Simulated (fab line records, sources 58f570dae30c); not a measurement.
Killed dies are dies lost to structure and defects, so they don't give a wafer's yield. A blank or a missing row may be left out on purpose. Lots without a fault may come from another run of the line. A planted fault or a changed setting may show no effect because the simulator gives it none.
fab line records | flow berkeley_cmos170
record lots=14 wafers=42 last_day=12
route steps=331 shown NWELL@30 ACTIVE@76 PFIELD@87 NVT@111
lots that met no fault: from a run of the same line without faults
start_h: hours from the record's first day to the start of the lot's first wafer shown | wait_h: hours since the lot's step before | " the same as in the row above | L1.1+2: a row that stands for several wafers | - no value, or no start given | * or withheld: withheld | < > ~ a bound
route shown NAME@n: a module of which the file shows steps, and the number in the route of the first | usual: mean/standard deviation of fault-free wafers | same: alike in all rows | chamber/n: place in a boat | sites: the reading at each site | _std_site: their standard deviation | _edge_site: outer sites' mean less inner sites' | radius_mm: how far each site lies from the wafer's centre | mask NAME#n: copy n | behind: the tool/chamber that last shaped the wafer | hold: why the lot was held/for how many hours/how that ended | device: the transistor (n, p or np) that didn't switch | end of line: the same wafers' tests at the end of the route | a step without rows: its recipe alone | killed: dies lost to structure and defects at the first sort, not the wafer's yield | map: a wafer's dies, x killed, . not, _ none there
set.NAME: the setting as run; set.NAME@STEP: as run at that earlier step | model.NAME: the simulator's own value behind a step, which no gauge read
steps of the route over a sample of lots; a table a step, a row a wafer
services: from which hour (start_h, from the record's first day; less than 0 if before it) a tool's chamber was out of use, for how many hours, and why
## steps
# step UCB170_NWELL_TW_MEAS_16
# usual NWELL_TW=1243/14
# columns lot.wafer tool chamber start_h wait_h NWELL_TW
L343.1 film_metro-02 - 33.35 0.1 1239
L343.2 " - " " 1246
L343.4 " - " " 1240
L344.1 film_metro-02 - 36.05 0.1 1236
L344.5 " - " " 1235
L344.6 " - " " 1230
L345.4 film_metro-03 - 41.88 0.1 1227
L345.5 " - " " 1235
L345.6 " - " " 1247
L347.1 film_metro-03 - 53.99 0.1 1239
L347.2 " - " " 1235
L347.5 " - " " 1234
L348.1 film_metro-02 - 60.07 0.1 1234
L348.3 " - " " 1228
L348.4 " - " " 1236
L349.1 film_metro-03 - 68.62 0.1 1243
L349.2 " - " " 1240
L349.6 " - " " 1234
L352.2 film_metro-02 - 85.37 0.1 1234
L352.3 " - " " 1235
L352.5 " - " " 1234
L356.2 film_metro-02 - 97.47 0.1 1233
L356.3 " - " " 1236
L356.6 " - " " 1228
L360.2 film_metro-03 - 123.83 0.1 1240
L360.4 " - " " 1232
L360.6 " - " " 1240
L361.1 film_metro-02 - 126.31 0.1 1232
L361.2 " - " " 1228
L361.5 " - " " 1235
L362.4 film_metro-03 - 135.18 0.1 1241
L362.5 " - " " 1239
L362.6 " - " " 1244
L363.1 film_metro-04 - 138.04 0.1 1277
L363.3 " - " " 1273
L363.5 " - " " 1271
L364.1 film_metro-02 - 144.19 0.1 1229
L364.2 " - " " 1231
L364.6 " - " " 1228
L365.2 film_metro-03 - 146.89 0.1 1247
L365.5 " - " " 1244
L365.6 " - " " 1244
# step UCB170_ACTIVE_STRIP_16
# recipe chemistry=O2 power_w=400 pressure_mtorr=3500 platen_temp_c=withheld o2_flow_sccm=400 overash_fraction=0.5
# usual drypump_motor_current_A=5.6/0.54 o2_flow_sccm=400.1/1.2 oes_product_au=0.721/0.005 strip_time_to_endpoint_s=18.07/0.13
# columns lot.wafer tool chamber start_h wait_h drypump_motor_current_A o2_flow_sccm oes_product_au rf_hours_counter_h strip_time_to_endpoint_s
L343.1 plasma_asher-04 0 82.61 0.1 5.8 399.0 0.731 29 17.96
L343.2 " 1 " " 4.7 400.1 0.724 29 17.90
L343.4 " 1 " " 4.7 402.1 0.711 - 18.00
L345.4 plasma_asher-02 1 88.60 0.0 5.4 398.9 0.724 - 17.96
L345.5 " 1 " " 5.4 400.4 0.721 - 17.93
L345.6 " 0 " " 6.2 399.6 0.713 - 18.00
L344.1 plasma_asher-04 1 88.81 0.1 4.7 400.3 0.724 30 18.04
L344.5 " 1 " " 4.8 398.8 0.724 - 18.08
L344.6 " 0 " " 5.8 399.3 0.728 - 17.95
L347.1 plasma_asher-04 0 95.55 0.1 5.8 400.8 0.720 31 18.06
L347.2 " 1 " " 4.8 399.7 0.719 31 18.14
L347.5 " 0 " " 5.8 399.6 0.717 - 18.01
L348.1 plasma_asher-02 1 103.86 0.1 5.4 399.8 0.717 38 17.99
L348.3 " 0 " " 6.2 401.2 0.724 - 17.94
L348.4 " 1 " " 5.4 401.1 0.718 - 18.20
L349.1 plasma_asher-02 0 115.35 0.1 6.3 399.9 0.716 40 18.16
L349.2 " 1 " " 5.4 400.7 0.722 40 18.19
L349.6 " 0 " " 6.3 400.5 0.727 - 18.05
L352.2 plasma_asher-04 0 130.93 0.1 5.8 399.2 0.726 36 17.86
L352.3 " 0 " " 5.8 399.1 0.717 - 18.00
L352.5 " 0 " " 5.8 398.7 0.718 - 18.20
L356.2 plasma_asher-03 1 140.45 0.1 6.0 399.6 0.721 2 18.29
L356.3 " 1 " " 6.0 399.8 0.726 - 18.15
L356.6 " 1 " " 6.0 400.5 0.719 - 18.20
L361.1 plasma_asher-04 1 175.30 0.1 4.8 401.8 0.729 40 18.22
L361.2 " 0 " " 5.8 402.3 0.725 40 18.12
L361.5 " 0 " " 5.8 401.2 0.725 - 18.05
L360.2 plasma_asher-04 1 175.88 0.1 4.8 399.4 0.713 40 18.21
L360.4 " 0 " " 5.8 399.2 0.725 - 18.25
L360.6 " 0 " " 5.8 399.5 0.724 - 18.27
L362.4 plasma_asher-03 1 181.10 0.0 6.0 400.9 0.723 - 18.19
L362.5 " 0 " " 6.1 400.5 0.715 - 17.94
L362.6 " 1 " " 6.0 399.8 0.721 - 18.04
L363.1 plasma_asher-04 1 190.05 0.1 4.8 399.9 0.720 42 17.97
L363.3 " 0 " " 5.8 400.0 0.723 - 17.98
L363.5 " 1 " " 4.8 402.1 0.725 - 17.97
L364.1 plasma_asher-03 0 190.32 0.1 6.1 399.6 0.718 5 18.12
L364.2 " 1 " " 6.1 400.4 0.725 5 18.14
L364.6 " 0 " " 6.1 402.5 0.719 - 18.22
L365.2 plasma_asher-04 1 190.45 0.1 4.8 399.3 0.722 42 18.22
L365.5 " 1 " " 4.8 400.5 0.714 - 18.12
L365.6 " 0 " " 5.8 400.8 0.721 - 18.02
# step UCB170_PFIELD_STRIP_08
# recipe chemistry=O2 power_w=400 pressure_mtorr=3500 platen_temp_c=withheld o2_flow_sccm=400 overash_fraction=0.5
# usual drypump_motor_current_A=5.6/0.52 o2_flow_sccm=400.1/1.2 oes_product_au=0.735/0.0043 strip_time_to_endpoint_s=21.62/0.072
# columns lot.wafer tool chamber start_h wait_h drypump_motor_current_A o2_flow_sccm oes_product_au rf_hours_counter_h strip_time_to_endpoint_s
L343.1 plasma_asher-01 1 84.26 0.1 6.1 402.4 0.728 36 21.68
L343.2 " 0 " " 5.2 398.9 0.733 36 21.73
L343.4 " 0 " " 5.2 398.9 0.729 - 21.68
L345.4 plasma_asher-02 0 91.03 0.1 6.3 401.3 0.732 - 21.54
L345.5 " 1 " " 5.4 398.9 0.737 - 21.50
L345.6 " 0 " " 6.3 400.5 0.724 - 21.52
L344.1 plasma_asher-01 1 91.14 0.1 6.1 400.1 0.729 37 21.67
L344.5 " 0 " " 5.2 401.6 0.732 - 21.57
L344.6 " 1 " " 6.1 401.6 0.738 - 21.63
L347.1 plasma_asher-01 1 97.13 0.1 6.1 400.5 0.730 38 21.62
L347.2 " 0 " " 5.1 401.0 0.736 38 21.61
L347.5 " 0 " " 5.2 399.9 0.733 - 21.59
L348.1 plasma_asher-04 1 105.71 0.1 4.7 399.8 0.739 32 21.66
L348.3 " 0 " " 5.7 399.8 0.744 - 21.70
L348.4 " 1 " " 4.7 401.8 0.734 - 21.69
L349.1 plasma_asher-02 0 117.52 0.1 6.3 401.3 0.740 41 21.64
L349.2 " 1 " " 5.4 400.4 0.734 41 21.72
L349.6 " 0 " " 6.3 402.1 0.735 - 21.66
L352.2 plasma_asher-02 1 133.02 0.1 5.4 399.1 0.737 42 21.70
L352.3 " 1 " " 5.4 400.5 0.732 - 21.66
L352.5 " 0 " " 6.3 399.8 0.731 - 21.69
L356.2 plasma_asher-02 1 142.71 0.1 5.4 401.1 0.738 43 21.52
L356.3 " 0 " " 6.2 399.3 0.730 - 21.54
L356.6 " 0 " " 6.3 399.4 0.737 - 21.56
L361.1 plasma_asher-02 1 177.27 0.1 5.4 400.1 0.733 47 21.56
L361.2 " 0 " " 6.3 400.5 0.731 47 21.49
L361.5 " 1 " " 5.4 399.7 0.732 - 21.45
L360.2 plasma_asher-04 1 178.00 0.1 4.8 399.0 0.735 41 21.52
L360.4 " 0 " " 5.8 399.9 0.738 - 21.39
L360.6 " 1 " " 4.8 400.0 0.729 - 21.57
L362.4 plasma_asher-01 0 182.59 0.1 5.2 399.9 0.745 - 21.52
L362.5 " 0 " " 5.2 400.2 0.733 - 21.53
L362.6 " 1 " " 6.1 400.9 0.737 - 21.56
L363.1 plasma_asher-01 1 192.12 0.1 6.1 399.3 0.735 49 21.63
L363.3 " 1 " " 6.0 399.4 0.734 - 21.60
L363.5 " 0 " " 5.2 399.9 0.740 - 21.54
L364.1 plasma_asher-01 1 192.83 0.1 6.1 399.7 0.734 50 21.66
L364.2 " 0 " " 5.1 397.9 0.734 50 21.71
L364.6 " 1 " " 6.1 398.7 0.741 - 21.68
L365.2 plasma_asher-04 0 192.90 0.1 5.8 400.8 0.735 42 21.62
L365.5 " 1 " " 4.8 398.6 0.733 - 21.72
L365.6 " 0 " " 5.8 400.6 0.734 - 21.73
# step UCB170_NVT_IMPLANT_07
# recipe species=BF2 dose_cm2=3e+12 energy_kev=50 tilt_deg=7
# usual dose_ions_cm2=3.001e+12/3.1e+09 faraday_current_uA=9.52/0.21
# columns lot.wafer tool chamber start_h wait_h dose_ions_cm2 faraday_current_uA
L343.1 implanter-03 0 111.70 0.0 3.006e+12 9.31
L343.2 " 0 " " 3.004e+12 9.87
L343.4 " 0 " " 3.002e+12 9.89
L344.1 implanter-03 0 117.43 0.0 3.005e+12 9.41
L344.5 " 0 " " 3e+12 9.29
L344.6 " 0 " " 3.002e+12 9.84
L345.4 implanter-02 0 117.62 0.1 3.006e+12 9.73
L345.5 " 0 " " 2.997e+12 9.42
L345.6 " 0 " " 3.005e+12 9.85
L347.1 implanter-02 0 126.24 0.0 3e+12 9.55
L347.2 " 0 " " 2.994e+12 9.41
L347.5 " 0 " " 3.002e+12 9.24
L348.1 implanter-02 0 135.97 0.0 2.997e+12 9.44
L348.3 " 0 " " 3.004e+12 9.26
L348.4 " 0 " " 3.001e+12 9.28
L349.1 implanter-03 0 147.69 0.0 3.001e+12 9.63
L349.2 " 0 " " 3.006e+12 9.32
L349.6 " 0 " " 3.002e+12 9.67
L352.2 implanter-02 0 163.52 0.0 2.41e+12 7.66
L352.3 " 0 " " 2.41e+12 7.71
L352.5 " 0 " " 2.408e+12 7.58
L356.2 implanter-02 0 173.64 0.0 2.411e+12 7.71
L356.3 " 0 " " 2.408e+12 7.54
L356.6 " 0 " " 2.412e+12 7.74
L360.2 implanter-04 0 207.45 0.0 2.999e+12 9.36
L360.4 " 0 " " 3e+12 9.50
L360.6 " 0 " " 2.996e+12 9.34
L361.1 implanter-03 0 207.67 0.0 3.005e+12 9.81
L361.2 " 0 " " 2.999e+12 9.33
L361.5 " 0 " " 3.001e+12 9.49
L362.4 implanter-03 0 212.09 0.1 2.999e+12 9.74
L362.5 " 0 " " 2.994e+12 9.48
L362.6 " 0 " " 3e+12 9.25
L365.2 implanter-04 0 218.91 0.0 3.007e+12 9.38
L365.5 " 0 " " 2.997e+12 9.70
L365.6 " 0 " " 3.005e+12 9.58
L363.1 implanter-03 0 219.16 0.0 3.005e+12 9.52
L363.3 " 0 " " 2.999e+12 9.73
L363.5 " 0 " " 3.004e+12 9.68
L364.1 implanter-04 0 219.37 0.0 3.004e+12 9.58
L364.2 " 0 " " 2.998e+12 9.47
L364.6 " 0 " " 3.004e+12 9.13
# step UCB170_NVT_TW_MEAS_09
# usual NVT_TW=524/7.6
# columns lot.wafer tool chamber start_h wait_h NVT_TW
L343.1 film_metro-03 - 111.95 0.1 518
L343.2 " - " " 514
L343.4 " - " " 519
L344.1 film_metro-02 - 117.68 0.1 515
L344.5 " - " " 518
L344.6 " - " " 516
L345.4 film_metro-03 - 117.82 0.1 520
L345.5 " - " " 517
L345.6 " - " " 520
L347.1 film_metro-02 - 126.49 0.1 517
L347.2 " - " " 519
L347.5 " - " " 522
L348.1 film_metro-04 - 136.22 0.1 538
L348.3 " - " " 536
L348.4 " - " " 536
L349.1 film_metro-03 - 147.94 0.1 523
L349.2 " - " " 521
L349.6 " - " " 521
L352.2 film_metro-03 - 163.75 0.1 486
L352.3 " - " " 490
L352.5 " - " " 488
L356.2 film_metro-04 - 173.88 0.1 500
L356.3 " - " " 501
L356.6 " - " " 499
L360.2 film_metro-03 - 207.69 0.1 523
L360.4 " - " " 521
L360.6 " - " " 520
L361.1 film_metro-04 - 207.92 0.1 530
L361.2 " - " " 531
L361.5 " - " " 530
L362.4 film_metro-04 - 212.29 0.1 532
L362.5 " - " " 531
L362.6 " - " " 527
L365.2 film_metro-04 - 219.14 0.1 538
L365.5 " - " " 535
L365.6 " - " " 535
L363.1 film_metro-03 - 219.41 0.1 518
L363.3 " - " " 520
L363.5 " - " " 518
L364.1 film_metro-04 - 219.62 0.1 536
L364.2 " - " " 536
L364.6 " - " " 534
## services
# columns tool chamber start_h hours kind
plasma_asher-01 - 59.47 2.8 repair
plasma_asher-02 - 87.22 0.7 repair
plasma_asher-03 - 88.67 0.8 repair
plasma_asher-02 - 95.28 6.6 repair
plasma_asher-03 - 108.80 9.0 pm
plasma_asher-03 0 108.80 9.0 vent_cycle
plasma_asher-03 1 108.80 9.0 vent_cycle
plasma_asher-03 0 117.80 - clean
plasma_asher-03 1 117.80 - clean
plasma_asher-02 - 119.59 1.4 repair
plasma_asher-03 - 123.99 1.6 repair
plasma_asher-01 - 130.21 3.3 repair
implanter-02 - 146.95 15.0 repair
plasma_asher-03 - 153.40 14.6 pm
plasma_asher-02 - 169.02 2.8 pm
implanter-03 - 190.93 2.7 pm
plasma_asher-03 - 194.99 2.1 repair
implanter-04 - 208.14 2.3 repair
## key
first_sign step=UCB170_NVT_IMPLANT_07 reading=dose_ions_cm2 direction=down sigmas=99+ usual=3.001e+12 struck=2.41e+12
effect step=UCB170_NVT_IMPLANT_07 reading=faraday_current_uA direction=down sigmas=8.9 usual=9.52 struck=7.66
effect step=UCB170_NVT_TW_MEAS_09 reading=NVT_TW direction=down sigmas=3.9 usual=524 struck=494
met_at UCB170_NVT_IMPLANT_07
struck_lots L352,L356
tester_left_out L352,L356
not_acting_at UCB170_NWELL_TW_MEAS_16,UCB170_ACTIVE_STRIP_16,UCB170_PFIELD_STRIP_08
onset_between 135.97 163.52
fault kind=process_parameter_drift tool=implanter-02 chamber=- onset_h=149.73 steps=UCB170_NVT_IMPLANT_07 channel=dose_cm2 offset=-5.9055e+11 shape=step end_h=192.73 acts_in=these_recipes_only stated=3e+12
# tester_left_out: of these lots the tester's yield and bins aren't shown, on N5 and GAA mostly nor the transistor test; their killed dies are dies lost to structure and defects alone, not to doping, threshold or leakage, so they don't give the yield
